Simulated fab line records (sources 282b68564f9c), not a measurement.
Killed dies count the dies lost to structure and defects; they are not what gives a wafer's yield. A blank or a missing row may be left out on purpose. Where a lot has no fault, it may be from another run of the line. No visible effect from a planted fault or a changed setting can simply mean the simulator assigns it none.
Split-lot trial :: flow rit-cmos :: on a route of 202 steps: 5 lots, 23 wafers read

THE SPLIT ITSELF
At RIT_SILICIDE_SPUTTER_01 (material Ti, target thk 30 nm, time 240 s), the setting chamber-pressure-pa was moved away from the recipe's 0.667 Pa on 20 of the 23 wafers read, by -14.9% to +4.0%. This setting was run at the recipe's value on the other wafers.

There is no step in the file separating the split from the reading.

THE READING
At RIT_SILICIDE_RS_MEAS_02, a four-point-probe measurement gives SILICIDE_TI_RS in ohm/sq. A value of 47.9 ohm/sq with a standard deviation of 0.54 ohm/sq is what fault-free wafers of this fab line usually give.

wafer: L077.2
tool, chamber at the split: pvd-sputter-02, -
chamber-pressure-pa as run, Pa: 0.667
against the recipe: recipe
SILICIDE_TI_RS, ohm/sq: 47.8
against lot-mates on the recipe: -

wafer: L077.3
tool, chamber at the split: pvd-sputter-02, -
chamber-pressure-pa as run, Pa: 0.667
against the recipe: recipe
SILICIDE_TI_RS, ohm/sq: 47.3
against lot-mates on the recipe: -

wafer: L077.5
tool, chamber at the split: pvd-sputter-02, -
chamber-pressure-pa as run, Pa: 0.667
against the recipe: recipe
SILICIDE_TI_RS, ohm/sq: 47.0
against lot-mates on the recipe: -

wafer: L080.1
tool, chamber at the split: pvd-sputter-03, -
chamber-pressure-pa as run, Pa: 0.6939
against the recipe: +4.0%
SILICIDE_TI_RS, ohm/sq: 53.4
against lot-mates on the recipe: no lot-mate on the recipe

wafer: L080.2
tool, chamber at the split: pvd-sputter-03, -
chamber-pressure-pa as run, Pa: 0.6939
against the recipe: +4.0%
SILICIDE_TI_RS, ohm/sq: 52.7
against lot-mates on the recipe: no lot-mate on the recipe

wafer: L080.3
tool, chamber at the split: pvd-sputter-03, -
chamber-pressure-pa as run, Pa: 0.6939
against the recipe: +4.0%
SILICIDE_TI_RS, ohm/sq: 52.6
against lot-mates on the recipe: no lot-mate on the recipe

wafer: L080.4
tool, chamber at the split: pvd-sputter-03, -
chamber-pressure-pa as run, Pa: 0.6939
against the recipe: +4.0%
SILICIDE_TI_RS, ohm/sq: 52.7
against lot-mates on the recipe: no lot-mate on the recipe

wafer: L080.5
tool, chamber at the split: pvd-sputter-03, -
chamber-pressure-pa as run, Pa: 0.6939
against the recipe: +4.0%
SILICIDE_TI_RS, ohm/sq: 52.4
against lot-mates on the recipe: no lot-mate on the recipe

wafer: L083.1
tool, chamber at the split: pvd-sputter-02, -
chamber-pressure-pa as run, Pa: 0.6178
against the recipe: -7.4%
SILICIDE_TI_RS, ohm/sq: 40.4
against lot-mates on the recipe: no lot-mate on the recipe

wafer: L083.2
tool, chamber at the split: pvd-sputter-02, -
chamber-pressure-pa as run, Pa: 0.6178
against the recipe: -7.4%
SILICIDE_TI_RS, ohm/sq: 40.5
against lot-mates on the recipe: no lot-mate on the recipe

wafer: L083.3
tool, chamber at the split: pvd-sputter-02, -
chamber-pressure-pa as run, Pa: 0.6178
against the recipe: -7.4%
SILICIDE_TI_RS, ohm/sq: 40.7
against lot-mates on the recipe: no lot-mate on the recipe

wafer: L083.4
tool, chamber at the split: pvd-sputter-02, -
chamber-pressure-pa as run, Pa: 0.6178
against the recipe: -7.4%
SILICIDE_TI_RS, ohm/sq: 40.8
against lot-mates on the recipe: no lot-mate on the recipe

wafer: L083.5
tool, chamber at the split: pvd-sputter-02, -
chamber-pressure-pa as run, Pa: 0.6178
against the recipe: -7.4%
SILICIDE_TI_RS, ohm/sq: 40.5
against lot-mates on the recipe: no lot-mate on the recipe

wafer: L084.1
tool, chamber at the split: pvd-sputter-03, -
chamber-pressure-pa as run, Pa: 0.5675
against the recipe: -14.9%
SILICIDE_TI_RS, ohm/sq: 34.7
against lot-mates on the recipe: no lot-mate on the recipe

wafer: L084.3
tool, chamber at the split: pvd-sputter-03, -
chamber-pressure-pa as run, Pa: 0.5675
against the recipe: -14.9%
SILICIDE_TI_RS, ohm/sq: 34.5
against lot-mates on the recipe: no lot-mate on the recipe

wafer: L084.4
tool, chamber at the split: pvd-sputter-03, -
chamber-pressure-pa as run, Pa: 0.5675
against the recipe: -14.9%
SILICIDE_TI_RS, ohm/sq: 34.2
against lot-mates on the recipe: no lot-mate on the recipe

wafer: L084.5
tool, chamber at the split: pvd-sputter-03, -
chamber-pressure-pa as run, Pa: 0.5675
against the recipe: -14.9%
SILICIDE_TI_RS, ohm/sq: 34.9
against lot-mates on the recipe: no lot-mate on the recipe

wafer: L084.6
tool, chamber at the split: pvd-sputter-03, -
chamber-pressure-pa as run, Pa: 0.5675
against the recipe: -14.9%
SILICIDE_TI_RS, ohm/sq: 34.4
against lot-mates on the recipe: no lot-mate on the recipe

wafer: L085.1
tool, chamber at the split: pvd-sputter-02, -
chamber-pressure-pa as run, Pa: 0.5732
against the recipe: -14.1%
SILICIDE_TI_RS, ohm/sq: 35.1
against lot-mates on the recipe: no lot-mate on the recipe

wafer: L085.3
tool, chamber at the split: pvd-sputter-02, -
chamber-pressure-pa as run, Pa: 0.5732
against the recipe: -14.1%
SILICIDE_TI_RS, ohm/sq: 35.2
against lot-mates on the recipe: no lot-mate on the recipe

wafer: L085.4
tool, chamber at the split: pvd-sputter-02, -
chamber-pressure-pa as run, Pa: 0.5732
against the recipe: -14.1%
SILICIDE_TI_RS, ohm/sq: 35.9
against lot-mates on the recipe: no lot-mate on the recipe

wafer: L085.5
tool, chamber at the split: pvd-sputter-02, -
chamber-pressure-pa as run, Pa: 0.5732
against the recipe: -14.1%
SILICIDE_TI_RS, ohm/sq: 35.6
against lot-mates on the recipe: no lot-mate on the recipe

wafer: L085.6
tool, chamber at the split: pvd-sputter-02, -
chamber-pressure-pa as run, Pa: 0.5732
against the recipe: -14.1%
SILICIDE_TI_RS, ohm/sq: 35.9
against lot-mates on the recipe: no lot-mate on the recipe

FIT RESULTS
A straight line over all 23 wafers: SILICIDE_TI_RS changes by +0.934 ohm/sq for each +1% of chamber-pressure-pa; r = +1.00; the points scatter about the line by 0.73 ohm/sq.
Too few moved wafers have a lot-mate on the recipe to fit a line with each lot's own level taken away.

THE WHOLE CHAIN: every reading that the file lists as answering this split, in the file's order
step: RIT_SILICIDE_SPUTTER_01
what it does: material Ti, target thk 30 nm, time 240 s
reading: Ti_of_SILICIDE_SPUTTER_01.thk-nm (the simulator's own value, which no gauge read)
change (the file's fit): -0.0926 nm for each +1% of the setting
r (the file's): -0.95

step: RIT_SILICIDE_RS_MEAS_02
what it does: measures by four-point-probe
reading: SILICIDE_TI_RS
change (the file's fit): +0.934 for each +1% of the setting
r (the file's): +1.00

FILE'S OWN FIT
SILICIDE_TI_RS changes by +0.934 ohm/sq for each +1% of chamber-pressure-pa, r = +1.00.
